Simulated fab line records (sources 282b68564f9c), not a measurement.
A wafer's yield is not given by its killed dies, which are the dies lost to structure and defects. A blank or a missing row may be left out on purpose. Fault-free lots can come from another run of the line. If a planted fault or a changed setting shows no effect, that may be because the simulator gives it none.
Which tool is to blame? + flow rit_cmos + 14 lots (42 wafers sampled), 1 step of a 202-step route

## WHAT THE GAUGES SHOWED, per wafer
The record holds no reading of a measuring or inspecting step that can be judged against a usual standard deviation.

## TOOL THAT RAN EACH LOT (tool first, then ch and the chambers of the sampled wafers, then the start)
| lot  | RIT_CONTACT_ETCH_11               |
|------|-----------------------------------|
| L853 | rie_diel-01 ch 0,2,3, day 3 06:33 |
| L854 | rie_diel-04 ch 1,3, day 3 10:47   |
| L856 | rie_diel-04 ch 1,2, day 3 18:47   |
| L857 | rie_diel-04 ch 1,2, day 4 01:26   |
| L858 | rie_diel-01 ch 2,3, day 4 06:49   |
| L859 | rie_diel-02 ch 0,1,2, day 4 10:14 |
| L860 | rie_diel-02 ch 0,2, day 4 15:01   |
| L862 | rie_diel-04 ch 0,1,3, day 5 01:46 |
| L864 | rie_diel-01 ch 1,2, day 5 10:41   |
| L868 | rie_diel-04 ch 0,2,3, day 6 07:53 |
| L871 | rie_diel-04 ch 2,3, day 7 03:59   |
| L872 | rie_diel-01 ch 2,3, day 7 08:17   |
| L873 | rie_diel-02 ch 0,1,2, day 7 12:30 |
| L874 | rie_diel-02 ch 0,1,2, day 7 17:35 |
- RIT_CONTACT_ETCH_11: etches SiO2 in CHF3/CF4/Ar, stops on TiSi2, target depth 480 nm, time 320 s.

## WHAT THE TOOLS THEMSELVES READ (means of the sampled wafers that have a number; where no wafer has one, the mark that the record gives instead)
RIT_CONTACT_ETCH_11. Usual: drypump_motor_current_A 5.8 A, standard deviation 0.34; oes_product_au 0.987 a.u., standard deviation 0.017; rf_fwd_power_W 199.7 W, standard deviation 0.59; throttle_valve_pct 8.85 %, standard deviation 0.13.
| lot  | tool        | drypump_motor_current_A (A) | oes_product_au (a.u.) | rf_fwd_power_W (W) | throttle_valve_pct (%) | flag |
|------|-------------|-----------------------------|-----------------------|--------------------|------------------------|------|
| L853 | rie_diel-01 | 6.1                         | 0.980                 | 199.9              | 8.86                   |      |
| L854 | rie_diel-04 | 5.5                         | 1.003                 | 200.3              | 8.97                   |      |
| L856 | rie_diel-04 | 5.9                         | 0.989                 | 199.5              | 8.78                   |      |
| L857 | rie_diel-04 | 5.9                         | 0.987                 | 199.6              | 8.79                   |      |
| L858 | rie_diel-01 | 5.9                         | 0.996                 | 200.3              | 8.74                   |      |
| L859 | rie_diel-02 | 5.7                         | 0.984                 | 199.0              | 8.88                   |      |
| L860 | rie_diel-02 | 5.7                         | 0.977                 | 199.3              | 8.94                   |      |
| L862 | rie_diel-04 | 5.9                         | 1.004                 | 200.1              | 8.89                   |      |
| L864 | rie_diel-01 | 5.7                         | 0.981                 | 199.3              | 8.75                   |      |
| L868 | rie_diel-04 | 5.8                         | 0.992                 | 199.7              | 8.84                   |      |
| L871 | rie_diel-04 | 5.5                         | 0.995                 | 199.8              | 8.91                   |      |
| L872 | rie_diel-01 | 5.8                         | 0.991                 | 199.5              | 8.82                   |      |
| L873 | rie_diel-02 | 5.7                         | 0.988                 | 199.6              | 8.89                   |      |
| L874 | rie_diel-02 | 5.7                         | 0.984                 | 199.4              | 8.89                   |      |

## THE ANSWER, worked out from the rows above alone
Rule: a lot is off if the mean of its wafers that have a number lies more than 3 standard deviations from the usual mean. A lot without any number at a reading at which 4 lots or more have one is off too. All remaining lots with rows at the step are treated as sound. Order of review: gauges by route order, followed by the tools' own readings, for which a lot's mean as printed above is used. The first step at which some lot is off is used, and at that step the reading that is off furthest; a lot without a number counts as furthest.
Nothing can be told from this: no lot is off at any reading shown.

## WHAT THE SIMULATOR HAD PUT IN
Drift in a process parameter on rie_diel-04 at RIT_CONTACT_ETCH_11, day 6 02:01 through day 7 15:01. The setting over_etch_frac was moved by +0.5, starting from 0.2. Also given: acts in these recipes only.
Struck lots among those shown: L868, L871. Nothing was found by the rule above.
